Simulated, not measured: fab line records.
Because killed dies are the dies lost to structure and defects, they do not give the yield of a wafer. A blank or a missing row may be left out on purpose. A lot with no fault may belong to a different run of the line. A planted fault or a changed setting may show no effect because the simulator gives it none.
Lot-split experiment -- flow berkeley_cmos170 -- on a route of 331 steps: 5 lots, 23 wafers read

THE SPLIT ITSELF
At UCB170_PFIELD_COAT_01 (resist thk 900 nm), the setting resist_thk_nm was moved away from the recipe's 900 nm on 11 of the 23 wafers read, by -4.2% to +5.2%. This setting was run at the recipe's value on the other wafers.

The reading is taken at the split's own step.

THE READING
KrF_of_PFIELD_COAT_01.thk_nm (the simulator's own value, which no gauge read), in nm, at UCB170_PFIELD_COAT_01 (resist thk 900 nm). No usual value for it is given in the file. Across the 12 wafers here that went through the recipe, the average is 900.7 nm and the standard deviation 2.6 nm.

wafer,"tool, chamber at the split","resist_thk_nm as run, nm",against the recipe,"KrF_of_PFIELD_COAT_01.thk_nm, nm",against lot-mates on the recipe
L074.1,"litho_track-02, 0",913.5,+1.5%,914.9,+16.4
L074.2,"litho_track-02, 0",900,recipe,898.6,-
L074.3,"litho_track-02, 0",913.5,+1.5%,914.3,+15.8
L074.4,"litho_track-02, 0",900,recipe,898.4,-
L074.6,"litho_track-02, 0",913.5,+1.5%,914.2,+15.7
L077.1,"litho_track-03, 0",861.9,-4.2%,862,-35.6
L077.2,"litho_track-03, 0",900,recipe,896.9,-
L077.3,"litho_track-03, 0",861.9,-4.2%,857.9,-39.8
L077.5,"litho_track-03, 0",861.9,-4.2%,859.8,-37.9
L077.6,"litho_track-03, 0",900,recipe,898.4,-
L076.2,"litho_track-04, 0",900,recipe,902,-
L076.5,"litho_track-04, 0",900,recipe,902,-
L076.3,"litho_track-04, 0",946.9,+5.2%,945.5,+43.5
L076.4,"litho_track-04, 0",946.9,+5.2%,946.3,+44.3
L076.6,"litho_track-04, 0",946.9,+5.2%,948.2,+46.2
L079.1,"litho_track-03, 0",900,recipe,904.5,-
L079.3,"litho_track-03, 0",900,recipe,903.9,-
L079.6,"litho_track-03, 0",900,recipe,904.2,-
L080.1,"litho_track-02, 0",862.6,-4.2%,861.6,-38.3
L080.2,"litho_track-02, 0",900,recipe,901.5,-
L080.3,"litho_track-02, 0",900,recipe,897.7,-
L080.4,"litho_track-02, 0",900,recipe,900.5,-
L080.5,"litho_track-02, 0",862.6,-4.2%,862.5,-37.4

THE FIT
A straight line over all 23 wafers: KrF_of_PFIELD_COAT_01.thk_nm changes by +9.17 nm for each +1% of resist_thk_nm; r = +1.00; the points scatter about the line by 2.3 nm.
The same after taking each lot's own level away (the mean of its wafers on the recipe; 23 wafers): +8.86 nm for each +1%; r = +1.00; scatter 1.6 nm.
That fit puts the effect of the largest move of resist_thk_nm on the reading at 46 nm.
Measured against the standard deviation above, the lots' own levels, which go from 897.65 to 904.20 nm, span 2.5 times it.
The two slopes agree, so the slope changes little with the lot-to-lot level.
Check: with one of the wafers moved furthest among these (+5.2%) left out of the fit, the line predicts +46.9 nm for it against its lot-mates. It came out at +43.5 nm against them.

OTHER SPLITS ON THESE WAFERS
Other splits were also applied to these wafers ahead of the reading. Each is held against what the fit with the lots' levels taken away leaves over:
other split on the same wafers,wafers away from the commonest value,r with KrF_of_PFIELD_COAT_01.thk_nm (lot level and that fit taken away)
UCB170_ZERO_COAT_01 spin_rpm,6,+0.55
UCB170_ZERO_DEVELOP_05 dev_temp_c,6,+0.18
UCB170_NWELL_COAT_07 resist_thk_nm,4,+0.06
UCB170_NWELL_IMPLANT_14 dose_cm2,9,-0.08
UCB170_ACTIVE_PEB_11 peb_temp_c,11,+0.06

THE WHOLE CHAIN: every reading that the file lists as answering this split, in the file's order
step,what it does,reading,change (the file's fit),r (the file's)
UCB170_PFIELD_COAT_01,resist thk 900 nm,"KrF_of_PFIELD_COAT_01.thk_nm (the simulator's own value, which no gauge read)",+8.88 nm for each +1% of the setting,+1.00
UCB170_PFIELD_STRIP_08,strips in O2,strip_time_to_endpoint_s,withheld for each +1% of the setting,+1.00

THE FILE'S OWN FIT
KrF_of_PFIELD_COAT_01.thk_nm changes by +8.88 nm for each +1% of resist_thk_nm, r = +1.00.
